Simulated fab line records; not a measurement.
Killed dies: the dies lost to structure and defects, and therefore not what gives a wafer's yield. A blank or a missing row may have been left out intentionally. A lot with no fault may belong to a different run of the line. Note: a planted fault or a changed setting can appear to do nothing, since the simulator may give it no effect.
The tool behind it: which one? -- flow berkeley-cmos170 -- 15 lots, 45 wafers sampled, at 4 steps of a route of 331

## WHAT EACH GAUGE READ, for each wafer
UCB170_M3_OVL_MEAS_16. Usual: M3_OVL -3 nm, standard deviation 5.8.
lot,measured,on,M3_OVL (nm),flag
L196,day 7 13:41,overlay-01,-3 -2 -3,
L195,day 7 14:50,overlay-01,-2 -11 0,
L197,day 8 04:50,overlay-01,-7 2 1,
L198,day 8 05:17,overlay-02,-6 -6 -7,
L200,day 9 01:48,overlay-01,-9 -5 1,
L201,day 9 02:14,overlay-02,-10 -9 -5,
L202,day 9 02:58,overlay-01,4 -4 1,
L203,day 9 09:23,overlay-01,-2 -5 -6,
L204,day 9 21:25,overlay-01,3 -2 2,
L205,day 10 02:46,overlay-02,3 -6 5,
L210,day 11 01:16,overlay-01,- - -,OFF
L214,day 11 13:54,overlay-01,- - -,OFF
L213,day 11 14:10,overlay-02,- - -,OFF
L212,day 11 14:23,overlay-01,-5 6 1,
L216,day 12 11:01,overlay-01,-14 2 -8,

## WHICH TOOL RAN EACH LOT (tool, then ch and the chambers of the sampled wafers, then the start)
lot,UCB170_V2_CMP_02,UCB170_M3_SPUTTER_01,UCB170_M3_EXPOSE_12
L196,"cmp-01 ch 0,3, day 7 08:57","pvd-sputter-03, day 7 11:11","krf-scanner-02 ch 0, day 7 12:59"
L195,"cmp-01 ch 0,2, day 7 09:22","pvd-sputter-01, day 7 12:12","krf-scanner-02 ch 0, day 7 14:01"
L197,"cmp-01 ch 0,3, day 7 23:22","pvd-sputter-01, day 8 02:14","krf-scanner-01 ch 0, day 8 04:19"
L198,"cmp-01 ch 1,3, day 7 23:43","pvd-sputter-03, day 8 02:30","krf-scanner-02 ch 0, day 8 04:46"
L200,"cmp-01 ch 0,1, day 8 17:43","pvd-sputter-01, day 8 23:25","krf-scanner-02 ch 0, day 9 01:17"
L201,"cmp-01 ch 1,2,3, day 8 18:07","pvd-sputter-02, day 8 23:40","krf-scanner-02 ch 0, day 9 01:43"
L202,"cmp-01 ch 0,1,3, day 8 18:41","pvd-sputter-03, day 8 23:41","krf-scanner-01 ch 0, day 9 02:18"
L203,"cmp-01 ch 0,1, day 9 04:53","pvd-sputter-03, day 9 07:07","krf-scanner-02 ch 0, day 9 08:52"
L204,"cmp-02 ch 0,1,2, day 9 16:53","pvd-sputter-02, day 9 19:08","krf-scanner-02 ch 0, day 9 20:43"
L205,"cmp-01 ch 1,2,3, day 9 16:59","pvd-sputter-03, day 9 23:55","krf-scanner-01 ch 0, day 10 01:55"
L210,"cmp-01 ch 0,1,2, day 10 19:08","pvd-sputter-03, day 10 22:02","krf-scanner-02, day 11 00:44"
L214,"cmp-02 ch 2,3, day 11 09:23","pvd-sputter-03, day 11 11:49","krf-scanner-01, day 11 13:23"
L213,"cmp-01 ch 1,3, day 11 09:46","pvd-sputter-01, day 11 11:59","krf-scanner-02, day 11 13:40"
L212,"cmp-02 ch 0,1, day 11 09:59","pvd-sputter-02, day 11 12:15","krf-scanner-01 ch 0, day 11 13:53"
L216,"cmp-02 ch 0,3, day 12 05:46","pvd-sputter-02, day 12 08:07","krf-scanner-01 ch 0, day 12 10:19"
- UCB170_V2_CMP_02: polishes SiO2.
- UCB170_M3_SPUTTER_01: material Al, target thk 900 nm, time 120 s.
- UCB170_M3_EXPOSE_12: exposes mask METAL3, target cd 700 nm.

## WHAT THE TOOLS THEMSELVES READ (means of the sampled wafers that have a number; where no wafer has one, the mark that the record gives instead)
UCB170_V2_CMP_02. Usual: 15.9 A for motor-current-A, sd 2.
lot,tool,motor-current-A (A),flag
L196,cmp-01,15.9,
L195,cmp-01,15.2,
L197,cmp-01,16.5,
L198,cmp-01,16.7,
L200,cmp-01,17.0,
L201,cmp-01,15.5,
L202,cmp-01,17.1,
L203,cmp-01,17.1,
L204,cmp-02,16.1,
L205,cmp-01,15.5,
L210,cmp-01,15.5,
L214,cmp-02,16.2,
L213,cmp-01,16.7,
L212,cmp-02,17.0,
L216,cmp-02,16.8,

UCB170_M3_SPUTTER_01. Usual: 29.8 % for throttle-valve-pct, sd 0.78.
lot,tool,throttle-valve-pct (%),flag
L196,pvd-sputter-03,29.9,
L195,pvd-sputter-01,29.6,
L197,pvd-sputter-01,29.3,
L198,pvd-sputter-03,30.0,
L200,pvd-sputter-01,29.9,
L201,pvd-sputter-02,29.6,
L202,pvd-sputter-03,29.3,
L203,pvd-sputter-03,29.3,
L204,pvd-sputter-02,30.3,
L205,pvd-sputter-03,29.5,
L210,pvd-sputter-03,30.0,
L214,pvd-sputter-03,30.2,
L213,pvd-sputter-01,29.0,
L212,pvd-sputter-02,29.9,
L216,pvd-sputter-02,30.2,

UCB170_M3_EXPOSE_12. Usual: exposure-dose-mJ-cm2 26.08, standard deviation 0.12; focus-offset-nm 0.1 nm, standard deviation 0.48.
lot,tool,exposure-dose-mJ-cm2,focus-offset-nm (nm),flag
L196,krf-scanner-02,25.99,0.4,
L195,krf-scanner-02,25.99,0.9,
L197,krf-scanner-01,26.27,-0.3,
L198,krf-scanner-02,25.99,-0.1,
L200,krf-scanner-02,25.99,-0.2,
L201,krf-scanner-02,25.95,-0.0,
L202,krf-scanner-01,26.26,0.1,
L203,krf-scanner-02,25.99,0.7,
L204,krf-scanner-02,26.02,0.4,
L205,krf-scanner-01,26.22,0.0,
L210,krf-scanner-02,-,-,OFF
L214,krf-scanner-01,-,-,OFF
L213,krf-scanner-02,-,-,OFF
L212,krf-scanner-01,26.26,-0.0,
L216,krf-scanner-01,26.28,-0.2,

## THE ANSWER, worked out from the rows above alone
Rule: lot off if the mean of its wafers having a number is beyond 3 standard deviations from the usual mean. A lot without any number at a reading at which 4 lots or more have one is off too. All remaining lots with rows at the step are treated as sound. First the gauges in route order, then the tools' own readings, where a lot's mean is used as printed above. The first step at which some lot is off is used, and at that step the reading that is off furthest; a lot without a number counts as furthest.
Off: L210, L214, L213, at UCB170_M3_OVL_MEAS_16 (M3_OVL). Without a number there: L210, L214, L213.
A tool fits if, at a process step before that reading, it ran every lot that is off, and no sound lot after the first of them. The gauges at UCB170_M3_OVL_MEAS_16 aren't tried: what is off there is off at UCB170_M3_EXPOSE_12 too, on other tools, and a gauge's error can't cause that. Not one of the candidates tried fits.

## WHAT HAD BEEN PUT IN BY THE SIMULATOR
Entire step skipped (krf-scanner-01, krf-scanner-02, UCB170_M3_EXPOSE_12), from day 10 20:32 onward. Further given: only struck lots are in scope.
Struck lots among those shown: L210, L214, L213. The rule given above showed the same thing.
